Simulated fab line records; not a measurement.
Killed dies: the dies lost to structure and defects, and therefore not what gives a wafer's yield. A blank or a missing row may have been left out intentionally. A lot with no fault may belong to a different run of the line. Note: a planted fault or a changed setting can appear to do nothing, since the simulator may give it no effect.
Which tool is to blame? / flow rit cmos / Sampling: 14 lots, 42 wafers, 2 of 202 route steps

## WHAT EACH GAUGE READ, for each wafer
The record lacks any reading of a measuring or inspecting step that a usual standard deviation could be used to judge.

## TOOL THAT RAN EACH LOT (tool first, then ch and the chambers of the sampled wafers, then the start)
lot=L677; RIT_NSD_IMPLANT_08=implanter-04 ch 0, day 3 19:46; RIT_M1_PROBE_99=-
lot=L680; RIT_NSD_IMPLANT_08=implanter-02 ch 0, day 4 07:25; RIT_M1_PROBE_99=-
lot=L682; RIT_NSD_IMPLANT_08=implanter-04 ch 0, day 4 12:17; RIT_M1_PROBE_99=prober-01, day 4 22:15
lot=L681; RIT_NSD_IMPLANT_08=implanter-04 ch 0, day 4 14:05; RIT_M1_PROBE_99=-
lot=L684; RIT_NSD_IMPLANT_08=implanter-04 ch 0, day 4 18:51; RIT_M1_PROBE_99=-
lot=L683; RIT_NSD_IMPLANT_08=implanter-04 ch 0, day 4 20:40; RIT_M1_PROBE_99=-
lot=L685; RIT_NSD_IMPLANT_08=implanter-03 ch 0, day 4 23:57; RIT_M1_PROBE_99=-
lot=L686; RIT_NSD_IMPLANT_08=implanter-03 ch 0, day 5 02:38; RIT_M1_PROBE_99=-
lot=L687; RIT_NSD_IMPLANT_08=implanter-02 ch 0, day 5 08:22; RIT_M1_PROBE_99=prober-01, day 5 18:19
lot=L688; RIT_NSD_IMPLANT_08=implanter-02 ch 0, day 5 12:55; RIT_M1_PROBE_99=-
lot=L690; RIT_NSD_IMPLANT_08=implanter-02 ch 0, day 5 22:52; RIT_M1_PROBE_99=prober-02, day 6 08:26
lot=L694; RIT_NSD_IMPLANT_08=implanter-02 ch 0, day 6 20:24; RIT_M1_PROBE_99=-
lot=L695; RIT_NSD_IMPLANT_08=implanter-02 ch 0, day 7 00:14; RIT_M1_PROBE_99=prober-01, day 7 10:05
lot=L700; RIT_NSD_IMPLANT_08=implanter-03 ch 0, day 7 23:07; RIT_M1_PROBE_99=prober-02, day 8 08:41
- RIT_NSD_IMPLANT_08
- RIT_M1_PROBE_99

## WHAT THE TOOLS THEMSELVES READ (means of the sampled wafers that have a number; where no wafer has one, the mark that the record gives instead)
RIT_NSD_IMPLANT_08. Usual: beam on s 10.01 s, standard deviation 0.2; tilt deg 7.000 degrees, standard deviation 0.02.
lot=L677; tool=implanter-04; beam on s (s)=10.08; tilt deg (degrees)=7.016; flag=
lot=L680; tool=implanter-02; beam on s (s)=9.95; tilt deg (degrees)=7.014; flag=
lot=L682; tool=implanter-04; beam on s (s)=9.91; tilt deg (degrees)=6.989; flag=
lot=L681; tool=implanter-04; beam on s (s)=10.01; tilt deg (degrees)=6.983; flag=
lot=L684; tool=implanter-04; beam on s (s)=9.99; tilt deg (degrees)=6.964; flag=
lot=L683; tool=implanter-04; beam on s (s)=9.99; tilt deg (degrees)=6.986; flag=
lot=L685; tool=implanter-03; beam on s (s)=9.99; tilt deg (degrees)=6.991; flag=
lot=L686; tool=implanter-03; beam on s (s)=10.15; tilt deg (degrees)=7.009; flag=
lot=L687; tool=implanter-02; beam on s (s)=10.05; tilt deg (degrees)=7.006; flag=
lot=L688; tool=implanter-02; beam on s (s)=10.20; tilt deg (degrees)=7.011; flag=
lot=L690; tool=implanter-02; beam on s (s)=10.11; tilt deg (degrees)=6.989; flag=
lot=L694; tool=implanter-02; beam on s (s)=9.90; tilt deg (degrees)=6.581; flag=OFF
lot=L695; tool=implanter-02; beam on s (s)=9.93; tilt deg (degrees)=6.605; flag=OFF
lot=L700; tool=implanter-03; beam on s (s)=9.79; tilt deg (degrees)=7.047; flag=

RIT_M1_PROBE_99. Usual: killed_at_M0_to_M3 0.0, standard deviation 0.14; killed at contacts 0.0, standard deviation 0.2; killed at front end 7.3, standard deviation 2.8; killed dies 7.3, standard deviation 2.8; killed open 3.8, standard deviation 1.9; killed short 3.5, standard deviation 1.8.
lot=L682; tool=prober-01; killed_at_M0_to_M3=0.3; killed at contacts=0.0; killed at front end=6.0; killed dies=6.3; killed open=2.7; killed short=3.7; flag=
lot=L687; tool=prober-01; killed_at_M0_to_M3=0.0; killed at contacts=0.0; killed at front end=7.7; killed dies=7.7; killed open=2.7; killed short=5.0; flag=
lot=L690; tool=prober-02; killed_at_M0_to_M3=0.0; killed at contacts=0.0; killed at front end=8.0; killed dies=8.0; killed open=5.0; killed short=3.0; flag=
lot=L695; tool=prober-01; killed_at_M0_to_M3=0.0; killed at contacts=0.0; killed at front end=7.7; killed dies=7.7; killed open=5.0; killed short=2.7; flag=
lot=L700; tool=prober-02; killed_at_M0_to_M3=0.0; killed at contacts=0.0; killed at front end=4.3; killed dies=4.3; killed open=2.0; killed short=2.3; flag=

## THE ANSWER, worked out from the rows above alone
Rule: a lot is off if the mean of its wafers that have a number lies more than 3 standard deviations from the usual mean. Also off: a lot with no number at a reading for which 4 or more lots have one. Any other lot the step has rows for is counted as sound. The gauges are gone through in route order, then the tools' own readings, and for those a lot's mean is taken as printed above. At the first step where some lot is off, the reading lying furthest off is the one used; lots without a number count as furthest.
Off, at RIT_NSD_IMPLANT_08 on tilt deg: L694, L695.
A tool fits if, at that step or a process step before it, it ran every lot that is off, and no sound lot after the first of them. One fits: implanter-02 at RIT_NSD_IMPLANT_08. A fault onset in the window from L690 (day 5 22:52, its last sound lot) to L694 (day 6 20:24, its first lot off) fits.
The tool's own readings at RIT_NSD_IMPLANT_08 bear it out: on the lots that are off they differ by more than 5 times the standard deviation of the sound lots' means. tilt deg reads 6.593 degrees there against 7.000 degrees on the sound lots.

## WHAT WAS PUT IN BY THE SIMULATOR
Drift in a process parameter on implanter-02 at RIT_NSD_IMPLANT_08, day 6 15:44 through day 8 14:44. Setting tilt deg, moved by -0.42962, from 7. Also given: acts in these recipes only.
Struck lots among those shown: L694, L695. The rule above found the same.
